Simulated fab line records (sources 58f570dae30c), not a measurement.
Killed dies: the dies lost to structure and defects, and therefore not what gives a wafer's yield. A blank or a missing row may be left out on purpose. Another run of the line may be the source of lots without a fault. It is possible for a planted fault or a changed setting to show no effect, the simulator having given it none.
Which tool did it? || flow berkeley_cmos170 || 7 lots, 21 wafers sampled, at 2 steps of a route of 331

WHAT THE GAUGES SHOWED, per wafer
UCB170_V2_CD_MEAS_12: the cd target is 700 nm.
{"lot": "L467", "measured": "day 9 11:55", "on": "cd_sem-02", "cd_nm (nm)": "699.0 697.5 698.2"}
{"lot": "L469", "measured": "day 9 09:38", "on": "cd_sem-01", "cd_nm (nm)": "700.2 700.8 700.3"}
{"lot": "L474", "measured": "day 10 10:43", "on": "cd_sem-01", "cd_nm (nm)": "700.4 701.0 701.6"}
{"lot": "L475", "measured": "day 10 04:18", "on": "cd_sem-01", "cd_nm (nm)": "700.6 700.2 698.8"}
{"lot": "L480", "measured": "day 11 18:35", "on": "cd_sem-01", "cd_nm (nm)": "747.9 747.8 749.8"}
{"lot": "L486", "measured": "day 12 23:19", "on": "cd_sem-02", "cd_nm (nm)": "701.8 700.6 700.8"}
{"lot": "L487", "measured": "day 13 08:35", "on": "cd_sem-01", "cd_nm (nm)": "699.9 699.2 700.4"}

WHICH TOOL RAN EACH LOT (tool, then ch and the chambers of the sampled wafers, then the start)
{"lot": "L467", "UCB170_V2_PEB_10": "litho_track-03 ch 0, day 9 11:38"}
{"lot": "L469", "UCB170_V2_PEB_10": "litho_track-04 ch 0, day 9 09:22"}
{"lot": "L474", "UCB170_V2_PEB_10": "litho_track-03 ch 0, day 10 10:26"}
{"lot": "L475", "UCB170_V2_PEB_10": "litho_track-03 ch 0, day 10 04:02"}
{"lot": "L480", "UCB170_V2_PEB_10": "litho_track-03 ch 0, day 11 18:19"}
{"lot": "L486", "UCB170_V2_PEB_10": "litho_track-02 ch 0, day 12 23:01"}
{"lot": "L487", "UCB170_V2_PEB_10": "litho_track-02 ch 0, day 13 08:19"}
- UCB170_V2_PEB_10

THE ANSWER, worked out from the rows above alone
Rule: the lots themselves supply what counts as usual. Put in order of their means at a reading, lots are off if they are a third of the lots or fewer, leave a main group of 4 or more, and stand apart from it by a gap of 3 or more times the standard deviation of the main group's means; of several such gaps the widest counts. A main group is skipped when, at the precision printed for the reading in the tables above, its means are all equal. Also off: a lot with no number at a reading for which 4 or more lots have one. Where the step has rows for the other lots, those lots are counted as sound.
Off: L480, at UCB170_V2_CD_MEAS_12 (cd_nm). The main group has a mean of 700.1 nm with a standard deviation of 0.95.
If a tool, at a process step before that reading, ran all the lots that are off and no sound lot after the first of them, it fits. Gauges at UCB170_V2_CD_MEAS_12: tried the same way as those tools. One candidate fits, namely litho_track-03 at UCB170_V2_PEB_10. A fault onset in the window from L474 (day 10 10:26, its last sound lot) to L480 (day 11 18:19, its first lot off) fits.

WHAT THE SIMULATOR HAD INSERTED
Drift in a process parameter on litho_track-03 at UCB170_V2_PEB_10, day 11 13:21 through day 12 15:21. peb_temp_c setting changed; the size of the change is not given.
Struck lots among those shown: L480. The rule given above showed the same thing.
